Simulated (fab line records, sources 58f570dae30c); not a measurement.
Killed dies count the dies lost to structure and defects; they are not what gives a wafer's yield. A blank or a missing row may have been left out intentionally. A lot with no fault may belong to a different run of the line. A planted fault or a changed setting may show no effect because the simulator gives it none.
Which tool was responsible? || flow berkeley cmos170 || 14 lots, 42 wafers sampled, at 2 steps of a route of 331

## WHAT THE GAUGES READ, wafer by wafer
UCB170_PWELL_TW_MEAS_17.
{"lot": "L747", "measured": "day 3 09:00", "on": "film metro-02", "PWELL_TW": "376 378 376"}
{"lot": "L748", "measured": "day 3 09:15", "on": "film metro-01", "PWELL_TW": "383 380 383"}
{"lot": "L749", "measured": "day 3 19:10", "on": "film metro-04", "PWELL_TW": "372 373 374"}
{"lot": "L751", "measured": "day 4 04:37", "on": "film metro-02", "PWELL_TW": "379 380 376"}
{"lot": "L752", "measured": "day 4 15:48", "on": "film metro-01", "PWELL_TW": "382 382 384"}
{"lot": "L753", "measured": "day 4 16:09", "on": "film metro-02", "PWELL_TW": "377 378 378"}
{"lot": "L757", "measured": "day 5 22:56", "on": "film metro-02", "PWELL_TW": "382 380 381"}
{"lot": "L756", "measured": "day 5 23:11", "on": "film metro-01", "PWELL_TW": "380 381 382"}
{"lot": "L759", "measured": "day 6 02:24", "on": "film metro-04", "PWELL_TW": "374 372 373"}
{"lot": "L760", "measured": "day 6 02:40", "on": "film metro-01", "PWELL_TW": "362 362 360"}
{"lot": "L762", "measured": "day 6 23:40", "on": "film metro-01", "PWELL_TW": "382 383 379"}
{"lot": "L766", "measured": "day 7 00:05", "on": "film metro-01", "PWELL_TW": "381 383 383"}
{"lot": "L767", "measured": "day 7 00:13", "on": "film metro-02", "PWELL_TW": "357 357 359"}
{"lot": "L769", "measured": "day 7 08:53", "on": "film metro-04", "PWELL_TW": "376 374 377"}

## TOOL THAT RAN EACH LOT (tool first, then ch and the chambers of the sampled wafers, then the start)
{"lot": "L747", "UCB170_PWELL_IMPLANT_15": "implanter-03 ch 0, day 3 08:45"}
{"lot": "L748", "UCB170_PWELL_IMPLANT_15": "implanter-04 ch 0, day 3 09:01"}
{"lot": "L749", "UCB170_PWELL_IMPLANT_15": "implanter-02 ch 0, day 3 18:56"}
{"lot": "L751", "UCB170_PWELL_IMPLANT_15": "implanter-04 ch 0, day 4 04:22"}
{"lot": "L752", "UCB170_PWELL_IMPLANT_15": "implanter-03 ch 0, day 4 15:34"}
{"lot": "L753", "UCB170_PWELL_IMPLANT_15": "implanter-04 ch 0, day 4 15:54"}
{"lot": "L757", "UCB170_PWELL_IMPLANT_15": "implanter-04 ch 0, day 5 22:40"}
{"lot": "L756", "UCB170_PWELL_IMPLANT_15": "implanter-04 ch 0, day 5 22:58"}
{"lot": "L759", "UCB170_PWELL_IMPLANT_15": "implanter-02 ch 0, day 6 02:09"}
{"lot": "L760", "UCB170_PWELL_IMPLANT_15": "implanter-04 ch 0, day 6 02:25"}
{"lot": "L762", "UCB170_PWELL_IMPLANT_15": "implanter-03 ch 0, day 6 23:26"}
{"lot": "L766", "UCB170_PWELL_IMPLANT_15": "implanter-02 ch 0, day 6 23:51"}
{"lot": "L767", "UCB170_PWELL_IMPLANT_15": "implanter-04 ch 0, day 6 23:59"}
{"lot": "L769", "UCB170_PWELL_IMPLANT_15": "implanter-03 ch 0, day 7 08:38"}
- UCB170_PWELL_IMPLANT_15

## WHAT THE TOOLS THEMSELVES READ (means of the sampled wafers that have a number; where no wafer has one, the mark that the record gives instead)
UCB170_PWELL_IMPLANT_15.
{"lot": "L747", "tool": "implanter-03", "dose ions cm2": 5e+12, "faraday current uA": 16.0}
{"lot": "L748", "tool": "implanter-04", "dose ions cm2": 5e+12, "faraday current uA": 16.1}
{"lot": "L749", "tool": "implanter-02", "dose ions cm2": 5e+12, "faraday current uA": 15.9}
{"lot": "L751", "tool": "implanter-04", "dose ions cm2": 5e+12, "faraday current uA": 15.8}
{"lot": "L752", "tool": "implanter-03", "dose ions cm2": 5e+12, "faraday current uA": 15.6}
{"lot": "L753", "tool": "implanter-04", "dose ions cm2": 5e+12, "faraday current uA": 15.7}
{"lot": "L757", "tool": "implanter-04", "dose ions cm2": 5e+12, "faraday current uA": 15.9}
{"lot": "L756", "tool": "implanter-04", "dose ions cm2": 5e+12, "faraday current uA": 16.1}
{"lot": "L759", "tool": "implanter-02", "dose ions cm2": 5e+12, "faraday current uA": 15.6}
{"lot": "L760", "tool": "implanter-04", "dose ions cm2": 4e+12, "faraday current uA": 13.3}
{"lot": "L762", "tool": "implanter-03", "dose ions cm2": 5e+12, "faraday current uA": 15.5}
{"lot": "L766", "tool": "implanter-02", "dose ions cm2": 5e+12, "faraday current uA": 15.8}
{"lot": "L767", "tool": "implanter-04", "dose ions cm2": 4e+12, "faraday current uA": 12.9}
{"lot": "L769", "tool": "implanter-03", "dose ions cm2": 5e+12, "faraday current uA": 15.6}

## THE ANSWER, worked out from the rows above alone
Rule: the usual values come from the lots themselves. The widest of any qualifying gaps counts: lots, ordered by their means at a reading, are off when they make up no more than a third of the lots, leave a main group of 4 or more, and stand apart from it by 3 or more times the standard deviation of that group's means. If all means in a main group match to the digits the tables above print for the reading, that group is not used. A lot without any number at a reading at which 4 lots or more have one is off too. The other lots that the step has rows for count as sound. After the gauges, taken in route order, come the tools' own readings; for these a lot's mean is taken, as printed above. The first step at which some lot is off is used, and at that step the reading that is off furthest; a lot without a number counts as furthest.
Off: L760, L767, at UCB170_PWELL_TW_MEAS_17 (PWELL_TW). Main group: mean 379, sd 3.4.
A tool fits if, at a process step before that reading, it ran every lot that is off, and no sound lot after the first of them. Not tried: the gauges at UCB170_PWELL_TW_MEAS_17; whatever is off there is also off at UCB170_PWELL_IMPLANT_15, on other tools, and gauge error can't account for it. One candidate fits, namely implanter-04 at UCB170_PWELL_IMPLANT_15. Its last sound lot is L756 (day 5 22:58), its first lot that is off L760 (day 6 02:25): a fault that began between those two fits.
The tool's own readings at UCB170_PWELL_IMPLANT_15 bear it out: on the lots that are off they differ by more than 5 times the standard deviation of the sound lots' means. dose ions cm2 reads 4e+12 there against 5e+12 on the sound lots; faraday current uA reads 13.1 there against 15.8 on the sound lots.

## WHAT THE SIMULATOR HAD INSERTED
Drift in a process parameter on implanter-04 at UCB170_PWELL_IMPLANT_15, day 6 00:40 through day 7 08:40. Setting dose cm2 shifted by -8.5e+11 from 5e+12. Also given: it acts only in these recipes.
Struck lots among those shown: L760, L767. The rule above found the same.
